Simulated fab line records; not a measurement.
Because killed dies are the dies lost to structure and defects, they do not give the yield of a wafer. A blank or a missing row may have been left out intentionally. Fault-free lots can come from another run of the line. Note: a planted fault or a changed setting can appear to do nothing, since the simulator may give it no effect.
What tool caused it? + flow berkeley_cmos170 + 14 lots, 42 wafers sampled, at 6 steps of a route of 331

== WHAT THE GAUGES READ, wafer by wafer ==
UCB170_NVT_TW_MEAS_09.
| lot  | measured     | on            | NVT_TW      |
|------|--------------|---------------|-------------|
| L822 | day 6 17:42  | film_metro-01 | 528 526 530 |
| L823 | day 7 00:39  | film_metro-01 | 525 520 523 |
| L824 | day 7 00:16  | film_metro-03 | 523 525 523 |
| L826 | day 7 16:25  | film_metro-02 | 513 511 515 |
| L828 | day 8 03:25  | film_metro-03 | 526 527 525 |
| L830 | day 8 17:06  | film_metro-01 | 522 519 524 |
| L829 | day 8 17:39  | film_metro-01 | 520 522 525 |
| L831 | day 8 17:23  | film_metro-01 | 524 526 529 |
| L836 | day 10 13:47 | film_metro-02 | 516 516 517 |
| L839 | day 11 08:56 | film_metro-01 | 526 527 526 |
| L841 | day 11 13:35 | film_metro-02 | 516 515 518 |
| L842 | day 11 14:21 | film_metro-02 | 520 520 517 |
| L843 | day 12 03:07 | film_metro-02 | 517 515 514 |
| L844 | day 12 00:28 | film_metro-02 | 517 515 518 |

UCB170_PLDD_TW_MEAS_11.
| lot  | measured     | on            | PLDD_TW        |
|------|--------------|---------------|----------------|
| L822 | day 7 16:26  | film_metro-04 | 1013 1011 1016 |
| L823 | day 7 16:43  | film_metro-01 | 1011 1008 1011 |
| L824 | day 7 17:13  | film_metro-03 | 1013 1010 1017 |
| L826 | day 8 16:19  | film_metro-01 | 1010 1017 1012 |
| L828 | day 9 07:06  | film_metro-01 | 1016 1009 1019 |
| L830 | day 9 18:39  | film_metro-04 | 1017 1023 1021 |
| L829 | day 9 19:05  | film_metro-04 | 1015 1016 1015 |
| L831 | day 9 18:55  | film_metro-01 | 1012 1016 1010 |
| L836 | day 11 15:10 | film_metro-01 | 1138 1146 1149 |
| L839 | day 12 03:48 | film_metro-01 | 1134 1138 1139 |
| L841 | day 12 08:05 | film_metro-01 | 1009 1015 1007 |
| L842 | day 12 08:38 | film_metro-01 | 1009 1015 1007 |
| L843 | day 12 19:20 | film_metro-04 | 1017 1019 1019 |
| L844 | day 12 19:13 | film_metro-04 | 1014 1017 1018 |

UCB170_NLDD_OVL_MEAS_07.
| lot  | measured     | on         | NLDD_OVL (nm) |
|------|--------------|------------|---------------|
| L822 | day 7 18:08  | overlay-02 | 2 7 5         |
| L823 | day 7 18:41  | overlay-01 | -1 -5 5       |
| L824 | day 7 19:08  | overlay-02 | 2 -5 3        |
| L826 | day 8 17:43  | overlay-02 | 6 3 2         |
| L828 | day 9 08:25  | overlay-01 | -1 -10 -5     |
| L830 | day 9 19:58  | overlay-01 | -1 0 -3       |
| L829 | day 9 20:28  | overlay-01 | -10 -14 -10   |
| L831 | day 9 20:14  | overlay-02 | 3 0 4         |
| L836 | day 11 17:01 | overlay-02 | 2 -1 -1       |
| L839 | day 12 05:22 | overlay-02 | 3 1 9         |
| L841 | day 12 10:14 | overlay-01 | 4 -8 3        |
| L842 | day 12 11:25 | overlay-01 | -5 3 4        |
| L843 | day 12 21:00 | overlay-02 | -2 6 4        |
| L844 | day 12 20:50 | overlay-01 | 8 -1 10       |

UCB170_SDANNEAL_RS_MEAS_04: measures by four-point-probe.
| lot  | measured     | on            | PLDD_RS (ohm/sq)     |
|------|--------------|---------------|----------------------|
| L822 | day 8 06:49  | film_metro-03 | 1038.4 1036.7 1038.3 |
| L823 | day 8 07:02  | film_metro-01 | 1031.7 1031.5 1032.1 |
| L824 | day 8 07:26  | film_metro-03 | 1033.1 1034.4 1036.0 |
| L826 | day 9 08:19  | film_metro-04 | 1028.7 1034.1 1030.4 |
| L828 | day 10 00:53 | film_metro-04 | 1029.8 1034.6 1029.7 |
| L830 | day 10 15:45 | film_metro-01 | 1032.8 1030.7 1033.1 |
| L829 | day 10 15:59 | film_metro-04 | 1033.2 1030.9 1031.5 |
| L831 | day 10 16:16 | film_metro-03 | 1032.9 1032.2 1032.3 |
| L836 | day 12 04:14 | film_metro-03 | 775.0 772.6 772.5    |
| L839 | day 12 16:24 | film_metro-01 | 774.0 776.2 774.7    |
| L841 | day 12 23:27 | film_metro-01 | 1036.5 1036.7 1033.8 |
| L842 | day 12 23:13 | film_metro-04 | 1030.5 1029.9 1032.4 |
| L843 | day 13 09:25 | film_metro-01 | 1028.9 1028.3 1029.5 |
| L844 | day 13 09:08 | film_metro-03 | 1028.0 1029.7 1030.6 |

== WHAT TOOL EACH LOT RAN ON (gives the tool, then ch and the chambers of the sampled wafers, and finally the start) ==
| lot  | UCB170_PFIELD_STRIP_08               | UCB170_PLDD_IMPLANT_09          |
|------|--------------------------------------|---------------------------------|
| L822 | plasma_asher-03 ch 0,1, day 5 03:58  | implanter-04 ch 0, day 7 16:11  |
| L823 | plasma_asher-04 ch 0,1, day 5 10:49  | implanter-02 ch 0, day 7 16:28  |
| L824 | plasma_asher-04 ch 0,1, day 5 11:08  | implanter-04 ch 0, day 7 16:58  |
| L826 | plasma_asher-02 ch 0,1, day 6 04:38  | implanter-02 ch 0, day 8 16:05  |
| L828 | plasma_asher-04 ch 0,1, day 6 12:53  | implanter-03 ch 0, day 9 06:51  |
| L830 | plasma_asher-02 ch 0,1, day 6 22:40  | implanter-03 ch 0, day 9 18:24  |
| L829 | plasma_asher-04 ch 0,1, day 6 23:13  | implanter-04 ch 0, day 9 18:50  |
| L831 | plasma_asher-02 ch 0,1, day 6 23:28  | implanter-02 ch 0, day 9 18:41  |
| L836 | plasma_asher-04 ch 0, day 8 01:30    | implanter-04 ch 0, day 11 14:55 |
| L839 | plasma_asher-04 ch 0,1, day 9 04:05  | implanter-04 ch 0, day 12 03:34 |
| L841 | plasma_asher-02 ch 0,1, day 9 15:41  | implanter-02 ch 0, day 12 07:50 |
| L842 | plasma_asher-03 ch 0,1, day 9 15:59  | implanter-03 ch 0, day 12 08:24 |
| L843 | plasma_asher-02 ch 0,1, day 10 05:25 | implanter-03 ch 0, day 12 19:05 |
| L844 | plasma_asher-02 ch 0,1, day 10 05:49 | implanter-02 ch 0, day 12 19:01 |
- UCB170_PFIELD_STRIP_08: strips in O2.
- UCB170_PLDD_IMPLANT_09

== AS READ BY THE TOOLS THEMSELVES (means over the sampled wafers that have a number; for cases with no such wafer, the mark the record gives instead) ==
UCB170_PFIELD_STRIP_08.
| lot  | tool            | chamber_pressure_mTorr (mTorr) | drypump_motor_current_A (A) | oes_product_au (a.u.) | strip_time_to_endpoint_s (s) |
|------|-----------------|--------------------------------|-----------------------------|-----------------------|------------------------------|
| L822 | plasma_asher-03 | 3497                           | 6.4                         | 0.731                 | 21.59                        |
| L823 | plasma_asher-04 | 3499                           | 6.2                         | 0.730                 | 21.58                        |
| L824 | plasma_asher-04 | 3502                           | 6.0                         | 0.735                 | 21.57                        |
| L826 | plasma_asher-02 | 3500                           | 5.2                         | 0.731                 | 21.64                        |
| L828 | plasma_asher-04 | 3501                           | 6.2                         | 0.738                 | 21.61                        |
| L830 | plasma_asher-02 | 3499                           | 5.2                         | 0.734                 | 21.55                        |
| L829 | plasma_asher-04 | 3498                           | 6.3                         | 0.733                 | 21.66                        |
| L831 | plasma_asher-02 | 3499                           | 5.2                         | 0.740                 | 21.69                        |
| L836 | plasma_asher-04 | 3500                           | 6.5                         | 0.736                 | 21.54                        |
| L839 | plasma_asher-04 | 3497                           | 6.0                         | 0.733                 | 21.67                        |
| L841 | plasma_asher-02 | 3499                           | 5.2                         | 0.730                 | 21.65                        |
| L842 | plasma_asher-03 | 3500                           | 6.5                         | 0.735                 | 21.54                        |
| L843 | plasma_asher-02 | 3501                           | 5.2                         | 0.733                 | 21.57                        |
| L844 | plasma_asher-02 | 3498                           | 5.2                         | 0.735                 | 21.57                        |

UCB170_PLDD_IMPLANT_09.
| lot  | tool         | beam_on_s (s) | dose_ions_cm2 | end_station_pressure_torr (Torr) | faraday_current_uA | tilt_deg (degrees) |
|------|--------------|---------------|---------------|----------------------------------|--------------------|--------------------|
| L822 | implanter-04 | 9.81          | 5e+13         | 5.20e-06                         | 161                | 6.995              |
| L823 | implanter-02 | 9.79          | 5e+13         | 5.24e-06                         | 162                | 6.986              |
| L824 | implanter-04 | 9.83          | 5e+13         | 5.11e-06                         | 161                | 7.017              |
| L826 | implanter-02 | 9.92          | 5e+13         | 5.21e-06                         | 160                | 7.006              |
| L828 | implanter-03 | 10.03         | 5e+13         | 5.20e-06                         | 158                | 6.989              |
| L830 | implanter-03 | 10.05         | 5e+13         | 5.29e-06                         | 158                | 7.004              |
| L829 | implanter-04 | 10.11         | 5e+13         | 5.01e-06                         | 157                | 6.991              |
| L831 | implanter-02 | 9.88          | 5e+13         | 5.22e-06                         | 160                | 6.980              |
| L836 | implanter-04 | 17.74         | 1e+14         | 4.91e-06                         | 170                | 6.995              |
| L839 | implanter-04 | 17.43         | 1e+14         | 5.31e-06                         | 173                | 6.985              |
| L841 | implanter-02 | 10.10         | 5e+13         | 5.13e-06                         | 157                | 7.015              |
| L842 | implanter-03 | 10.01         | 5e+13         | 5.06e-06                         | 159                | 7.005              |
| L843 | implanter-03 | 9.72          | 5e+13         | 4.98e-06                         | 163                | 7.006              |
| L844 | implanter-02 | 10.01         | 5e+13         | 5.13e-06                         | 158                | 7.023              |

== THE ANSWER, worked out from the rows above alone ==
Rule: what is usual is taken from the lots themselves. Put in order of their means at a reading, lots are off if they are a third of the lots or fewer, leave a main group of 4 or more, and stand apart from it by a gap of 3 or more times the standard deviation of the main group's means; of several such gaps the widest counts. A main group is skipped when, at the precision printed for the reading in the tables above, its means are all equal. Also off: a lot with no number at a reading for which 4 or more lots have one. Where the step has rows for the other lots, those lots are counted as sound. After the gauges, taken in route order, come the tools' own readings; for these a lot's mean is taken, as printed above. At the first step where some lot is off, the reading lying furthest off is the one used; lots without a number count as furthest.
Off: L836, L839, at UCB170_PLDD_TW_MEAS_11 (PLDD_TW). The main group: mean 1014, standard deviation 3.1.
A tool fits if, at a process step before that reading, it ran every lot that is off, and no sound lot after the first of them. The gauges at UCB170_PLDD_TW_MEAS_11 aren't tried: what is off there is off at UCB170_PLDD_IMPLANT_09 too, on other tools, and a gauge's error can't cause that. Can't be told from this: 2 tools fit, plasma_asher-04 at UCB170_PFIELD_STRIP_08, implanter-04 at UCB170_PLDD_IMPLANT_09.

== WHAT HAD BEEN PUT IN BY THE SIMULATOR ==
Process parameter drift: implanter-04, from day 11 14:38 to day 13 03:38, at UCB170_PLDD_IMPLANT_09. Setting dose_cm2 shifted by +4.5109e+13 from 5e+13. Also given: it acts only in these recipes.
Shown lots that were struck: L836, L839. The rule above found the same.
